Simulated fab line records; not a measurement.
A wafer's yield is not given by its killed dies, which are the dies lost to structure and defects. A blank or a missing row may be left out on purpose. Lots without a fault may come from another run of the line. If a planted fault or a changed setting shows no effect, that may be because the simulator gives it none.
A struck lot beside a sound one -- flow rit_cmos -- 15 out of 202 route steps
Sound: the wafers L935.2, L935.3, L935.6. Struck: wafers L944.1, L944.3, L944.6. Last of all comes the cause.
For every step that has rows: the tool of each side, followed by ch and its chambers, followed by its first start. Under that, the readings that differ: sound wafers -- struck wafers -- difference of the means -- sigmas: that difference in standard deviations of wafers without a fault.
alike: readings with means less than 2 such deviations apart, plus words and numbers identical on both sides. not compared: withheld readings, readings lacking a value on some wafer, bounds such as >300 that could conceal the same value, and numbers that have no deviation in the record and whose values overlap.
The two part at a step that has a row with sigmas, a row that says differs or no value, or rows on one side only. Numbers that don't overlap but have no deviation are shown without sigmas and don't part them. A reading that every wafer of one side lacks parts them only if that side has two wafers or more.

RIT_CONTACT_OVL_MEAS_09:
  sound on overlay-01 at day 3 06:43; struck on overlay-01 at day 5 06:45
  alike: CONTACT_OVL
then, 1 step without rows for these wafers: RIT_CONTACT_HARDBAKE_10 (time 60 s).
RIT_CONTACT_ETCH_11: etches SiO2 in CHF3/CF4/Ar, stops on TiSi2, target depth 480 nm, time 320 s.
  sound on rie_diel-02 ch 2,3, day 3 06:54; struck on rie_diel-04 ch 0,1,3, day 5 06:56
  alike: drypump_motor_current_A, oes_product_au, throttle_valve_pct
  not compared: rf_hours_counter_h
RIT_CONTACT_STRIP_12: strips in O2, time 180 s.
  sound on plasma_asher-04 ch 0,1, day 3 07:06; struck on plasma_asher-03 ch 0, day 5 07:08
  alike: drypump_motor_current_A
  not compared: rf_hours_counter_h
RIT_CONTACT_CD_MEAS_90: the cd target is 1000 nm.
  sound on cd_sem-01 at day 3 07:17; struck on cd_sem-02 at day 5 07:18
reading,sound,struck,difference,sigmas
cd_nm (nm),997.1 996.7 995.7,1002.0 1001.5 1004.1,+6.0,+3
then, 2 steps without rows for these wafers: RIT_CONTACT_CLEAN_13 (cleans in SC1, time 600 s); RIT_CONTACT_CLEAN_14 (cleans in SC2, time 600 s).
RIT_M1_SPUTTER_00: material Al, target thk 400 nm, time 500 s.
  sound on pvd_sputter-02 at day 3 07:46; struck on pvd_sputter-01 at day 5 07:48
  alike: throttle_valve_pct
RIT_M1_RS_MEAS_01: uses a four-point probe to measure.
  sound on film_metro-03 at day 3 08:04; struck on film_metro-04 at day 5 08:06
  alike: M1_AL_RS
RIT_M1_THK_MEAS_02: measures by xrf.
  sound on film_metro-03 at day 3 08:11; struck on film_metro-04 at day 5 08:13
  alike: M1_AL_THK
then, 2 steps without rows for these wafers: RIT_M1_HMDS_03 (prime time 60 s); RIT_M1_COAT_04 (resist thk 1280 nm).
RIT_M1_SOFTBAKE_05: time 60 s.
  sound on litho_track-01 ch 0, day 3 08:34; struck on litho_track-01 ch 0, day 5 08:35
reading,sound,struck,difference,sigmas
heater_power_total_W (W),34.64 34.54 34.59,35.39 35.52 35.47,+0.87,+17
plate_temp_C (C),90.20 90.01 90.03,91.89 91.74 91.83,+1.74,+16
then, 1 step without rows for these wafers: RIT_M1_EXPOSE_06 (exposes mask M12, target cd 2600 nm).
RIT_M1_PROBE_99:
  sound on prober-01 at day 3 11:57; struck on prober-01 at day 5 12:06
reading,sound,struck,difference,sigmas
killed_at_contacts,1 0 1,0 0 0,-1,-2
  alike: defect_limited_yield, killed_at_front_end, killed_dies, killed_open, killed_short, sort_bin_3_pad_short, sort_bin_5_function, sort_bin_6_memory, sort_n_pass, sort_yield_pct

== WHERE THEY PART ==
Earliest at RIT_CONTACT_CD_MEAS_90; latest, in this record, at RIT_M1_PROBE_99.

WHY: whatever the simulator had introduced
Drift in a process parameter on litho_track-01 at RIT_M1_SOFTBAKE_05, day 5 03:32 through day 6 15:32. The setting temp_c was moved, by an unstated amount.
